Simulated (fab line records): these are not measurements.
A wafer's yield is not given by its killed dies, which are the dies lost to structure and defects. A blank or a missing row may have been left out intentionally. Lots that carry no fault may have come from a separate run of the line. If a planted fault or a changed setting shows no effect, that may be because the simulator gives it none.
A lot that was struck, set against a sound lot -- flow rit-cmos -- 43 steps out of a route of 202
Sound: these wafers, L554.1, L554.2, L554.4. Wafers L568.1, L568.2, L568.5 were the ones struck. The cause is named last.
Order at every step that has rows: each side's tool, ch and its chambers, its first start. Under that, the readings that differ: sound wafers -- struck wafers -- difference of the means -- sigmas: that difference in standard deviations of wafers without a fault.
alike: same words and numbers on both sides, and readings whose means sit less than 2 such deviations apart. not compared: any withheld reading, any reading some wafer has no value for, any bound like >300 that may hide the same value, and any number with overlapping values for which the record gives no deviation.
A row with sigmas, a row that says differs or no value, or rows on one side alone: a step with any of these is where the two part. When numbers do not overlap yet have no deviation, they are printed without sigmas and do not part them. Lack of a reading on every wafer of one side parts them only where that side has two or more wafers.

first, 1 step without rows for these wafers: RIT_NWELL_IMPLANT_08.
RIT_NWELL_STRIP_09: strips in O2, time 180 s.
  sound on plasma-asher-02 ch 0,1, day 2 04:38; struck on plasma-asher-02 ch 0,1, day 5 04:55
  alike: drypump-motor-current-A
  not compared: rf-hours-counter-h
RIT_NWELL_TW_MEAS_10:
  sound: film-metro-01 at day 2 04:49; struck: film-metro-03 at day 5 05:05
  alike: NWELL_TW
then, 6 steps without rows for these wafers: RIT_PWELL_HMDS_00 (prime time 60 s); RIT_PWELL_COAT_01 (resist thk 1300 nm); RIT_PWELL_SOFTBAKE_02 (time 60 s); RIT_PWELL_EXPOSE_03 (exposes mask M3, target cd 43700 nm); RIT_PWELL_PEB_04; RIT_PWELL_DEVELOP_05 (develop time 68 s).
RIT_PWELL_OVL_MEAS_06:
  sound: overlay-01 at day 2 05:52; struck: overlay-02 at day 5 06:02
  alike: PWELL_OVL
then, 2 steps without rows for these wafers: RIT_PWELL_HARDBAKE_07 (time 120 s); RIT_PWELL_IMPLANT_08.
RIT_PWELL_STRIP_09: strips in O2, time 180 s.
  sound on plasma-asher-01 ch 0,1, day 2 06:19; struck on plasma-asher-01 ch 0,1, day 5 06:28
  alike: drypump-motor-current-A
  not compared: rf-hours-counter-h
RIT_PWELL_TW_MEAS_10:
  sound: film-metro-01 at day 2 06:29; struck: film-metro-04 at day 5 06:38
  alike: PWELL_TW
then, 1 step without rows for these wafers: RIT_WELLDRIVE_ANNEAL_00 (time 14700 s).
RIT_WELLDRIVE_RS_MEAS_01: measurement is done with a four-point probe.
  sound: film-metro-03 at day 2 12:37; struck: film-metro-01 at day 5 15:41
  alike: NWELL_RS
RIT_WELLDRIVE_RS_MEAS_02: measurement is done with a four-point probe.
  sound: film-metro-03 at day 2 12:44; struck: film-metro-01 at day 5 15:49
  alike: PWELL_RS
then, 6 steps without rows for these wafers: RIT_NRETRO_HMDS_00 (prime time 60 s); RIT_NRETRO_COAT_01 (resist thk 1300 nm); RIT_NRETRO_SOFTBAKE_02 (time 60 s); RIT_NRETRO_EXPOSE_03 (exposes mask M4, target cd 43900 nm); RIT_NRETRO_PEB_04; RIT_NRETRO_DEVELOP_05 (develop time 68 s).
RIT_NRETRO_OVL_MEAS_06:
  sound: overlay-02 at day 2 13:44; struck: overlay-02 at day 5 16:56
  alike: NRETRO_OVL
then, 2 steps without rows for these wafers: RIT_NRETRO_HARDBAKE_07 (time 120 s); RIT_NRETRO_IMPLANT_08.
RIT_NRETRO_STRIP_09: strips in O2, time 180 s.
  sound on plasma-asher-03 ch 0,1, day 2 14:11; struck on plasma-asher-04 ch 0,1, day 5 17:22
  alike: drypump-motor-current-A
  not compared: rf-hours-counter-h
RIT_NRETRO_TW_MEAS_10:
  sound: film-metro-01 at day 2 14:22; struck: film-metro-01 at day 5 17:32
  alike: NRETRO_TW
then, 2 steps without rows for these wafers: RIT_PRETRO_HMDS_00 (prime time 60 s); RIT_PRETRO_COAT_01 (resist thk 1300 nm).
RIT_PRETRO_SOFTBAKE_02: time 60.96 s.
  sound on litho-track-04 ch 0, day 2 14:43; struck on litho-track-04 ch 0, day 5 17:54
  alike: plate-sensor-t-centre-C, plate-sensor-t-edge-C, resist-line-temp-C
then, 3 steps without rows for these wafers: RIT_PRETRO_EXPOSE_03 (exposes mask M5, target cd 43700 nm); RIT_PRETRO_PEB_04; RIT_PRETRO_DEVELOP_05 (develop time 68 s).
RIT_PRETRO_OVL_MEAS_06:
  sound: overlay-02 at day 2 15:18; struck: overlay-01 at day 5 18:29
reading,sound,struck,difference,sigmas
PRETRO_OVL (nm),0.5 0.5 2.4,-0.3 -4.0 -2.5,-3.4,-2
then, 2 steps without rows for these wafers: RIT_PRETRO_HARDBAKE_07 (time 120 s); RIT_PRETRO_IMPLANT_08.
RIT_PRETRO_STRIP_09: strips in O2, time 180 s.
  sound on plasma-asher-02 ch 0,1, day 2 15:44; struck on plasma-asher-02 ch 0,1, day 5 18:55
  alike: drypump-motor-current-A
  not compared: rf-hours-counter-h
RIT_PRETRO_TW_MEAS_10:
  sound: film-metro-04 at day 2 15:55; struck: film-metro-03 at day 5 19:06
  alike: PRETRO_TW
then, 3 steps without rows for these wafers: RIT_GATE_WET_ETCH_00 (etches SiO2 in BOE, target depth 56 nm, time 60 s); RIT_GATE_CLEAN_01 (cleans in SC1, time 600 s); RIT_GATE_CLEAN_02 (cleans in dHF, time 30 s).
RIT_M1_PROBE_99:
  the record has rows for the struck wafers here (prober-02, day 7 08:46) and none for the sound ones

## WHERE THEY PART
Last at RIT_M1_PROBE_99 as far as this record goes, first at RIT_PRETRO_OVL_MEAS_06.

WHY: the cause the simulator had injected
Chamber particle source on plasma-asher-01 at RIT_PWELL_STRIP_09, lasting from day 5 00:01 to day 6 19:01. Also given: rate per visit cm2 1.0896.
